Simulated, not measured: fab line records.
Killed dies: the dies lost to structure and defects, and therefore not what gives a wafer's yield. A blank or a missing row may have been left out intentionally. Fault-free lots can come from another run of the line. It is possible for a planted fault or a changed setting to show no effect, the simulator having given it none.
2 desks, one fault | flow berkeleyCmos170 | numbers are kept per desk, each desk with only its own; the story behind them comes last

METROLOGY DESK
What the gauges read for every lot (on any tool): the sampled wafers with a number, averaged. The brackets show how far a lot's mean lies from the usual mean; more than 4 standard deviations puts the lot out of limits, marked OUT.
Columns: A = PWELL_TW at UCB170_PWELL_TW_MEAS_17, usual 381; B = PVT_TW at UCB170_PVT_TW_MEAS_09, usual 509
lot  | first seen here | A   | B
L998 | day 3 11:13     | 381 | 510
L100 | day 3 18:06     | 378 | 512
L101 | day 3 18:08     | 383 | 513
L102 | day 4 07:14     | 376 | 512
L104 | day 4 13:54     | 376 | 511
L103 | day 4 14:11     | 384 | 511
L109 | day 5 20:41     | 381 | 511
L112 | day 6 11:22     | 379 | 510
L111 | day 6 11:31     | 385 | 511
L116 | day 7 14:04     | 383 | 512
L119 | day 7 18:57     | 383 | 511
L118 | day 7 19:06     | 377 | 504
L120 | day 7 19:19     | 378 | 512
L121 | day 8 07:37     | 375 | 504
Finding of this desk: none of the 14 lots has anything out of limits.

THE TOOL OWNER'S DESK: pecvd-04
The tool's own readings at UCB170_V1_CVD_00 (deposits SiO2 from TEOS/O2, target thk 2000 nm, time 250 s): means of the sampled wafers that have a number, for each lot that ran on this tool. The brackets show how far a lot's mean lies from the usual mean; more than 4 standard deviations puts the lot out of limits, marked OUT.
Columns: A = heaterPowerW at UCB170_V1_CVD_00, usual 263 W
lot  | first seen here | A
L998 | day 8 19:38     | 290
L103 | day 9 18:37     | 270
L112 | day 11 13:08    | 247
L116 | day 12 09:02    | 282
Finding of this desk: none of the 4 lots has anything out of limits.

TAKEN TOGETHER
At the metrology desk, nothing out of limits was observed.
Nothing out of limits was seen by the tool owner's desk.

WHAT THE SIMULATOR HAD INSERTED
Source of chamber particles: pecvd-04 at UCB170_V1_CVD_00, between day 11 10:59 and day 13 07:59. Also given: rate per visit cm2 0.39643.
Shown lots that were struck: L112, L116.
